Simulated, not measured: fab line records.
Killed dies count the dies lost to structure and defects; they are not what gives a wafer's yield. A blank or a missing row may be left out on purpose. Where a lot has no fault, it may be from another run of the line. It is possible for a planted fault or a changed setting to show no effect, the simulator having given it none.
Code-filled problem report in 8D (eight disciplines) form    flow rit-cmos    the parts of the form that need people (team, actions taken, sign-off) are left out

== 1. WHAT WENT WRONG ==
cd-nm at RIT_M1_CD_MEAS_90 reads a mean of 2580 nm on 2 wafers of 2 lots; wafers without a fault read 2601 nm with a standard deviation of 3.3. Measured from the usual mean, that is -6.4 standard deviations.
The step: target cd 2600 nm.
First observed at day 4 23:57: wafer L402.5, on cd-sem-01. Wafers with a number at this step in the record: 42, from 14 lots. Rule for "out" (also "out of limits"): further than 4 standard deviations from the usual mean. All remaining wafers that have a number are taken as sound.

== 2. WHAT IT IS, WHAT IT ISN'T ==
question                     is                is not
which readings at this step  cd-nm             -
which lots                   L402, L405        L394, L395, L396, L397, L398, L399, L401, L407, L409, L411, L416, L417
which wafers of those lots   L402.5, L405.1    L402.2, L402.6, L405.2, L405.6
read on which gauges         cd-sem-01         cd-sem-02
when                         from day 4 23:57  up to then (23 sound wafers); but 17 sound wafers of L405, L407, L409, L411, L416, L417 came after

== 3. WHAT RULES OUT EACH SUSPECT ==
Counting: if a tool at a process step up to the reading ran every lot that is out, it stays a suspect. Sound lots after the first of them don't rule it out here, since some wafers of a struck lot are sound.
- ruled out: the gauge at RIT_M1_CD_MEAS_90. All the wafers that are out were read on cd-sem-01, but those of them that RIT_M1_METAL_ETCH_12 has rows for are out there too, on other tools.
- rie-metal-03 at RIT_M1_METAL_ETCH_12 (etches Al in Cl2/BCl3, stops on SiO2, time 165 s, target depth 600 nm): kept. Ran every lot that is out, first one L402 (day 4 23:25); last sound lot up to then L399 (day 4 08:34). On those wafers its own readings are out: rf-fwd-power-W.
- Within rie-metal-03 at RIT_M1_METAL_ETCH_12: the wafers that are out ran in chamber 0; their sound lot-mates ran in chamber 1.
After counting, what remains is rie-metal-03 at RIT_M1_METAL_ETCH_12.

== 4. THE CAUSE (what the simulator had put in) ==
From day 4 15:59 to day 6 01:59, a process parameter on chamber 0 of rie-metal-03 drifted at RIT_M1_METAL_ETCH_12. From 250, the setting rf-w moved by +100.
Counting left only this tool.

== 5. SEQUENCE OF EFFECTS, ordered by route ==
Each row: a reading where the mean over the struck wafers with a number is more than 3 standard deviations away from the usual. Only readings whose record carries a usual standard deviation are examined. hours: median over the lots of the time between each lot's start at the first step of this table that gives one and its start at this step. sigmas: the change, counted in usual standard deviations.
hours  step                  reading         usual    on struck wafers  change  sigmas
0      RIT_M1_METAL_ETCH_12  rf-fwd-power-W  248.8 W  348.4             +99.6   +99 or more
1      RIT_M1_CD_MEAS_90     cd-nm           2601 nm  2580              -21     -6.4
It contains these process steps:
- RIT_M1_METAL_ETCH_12: etches Al in Cl2/BCl3, stops on SiO2, time 165 s, target depth 600 nm.

== 6. WHAT WOULD HAVE CAUGHT IT SOONER ==
The first out-of-limits reading at a measuring or inspecting step in this record came at day 4 23:57, 8 hours after the fault's start at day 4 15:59.
Tool's own readings at RIT_M1_METAL_ETCH_12, rf-fwd-power-W: out on all struck wafers the step has rows for; an alarm limit on them would have tripped on the first.
L405, from the lots that are out (2), started RIT_M1_METAL_ETCH_12 on rie-metal-03 later than day 4 23:57. It would have been spared by a hold on the tool at that moment.
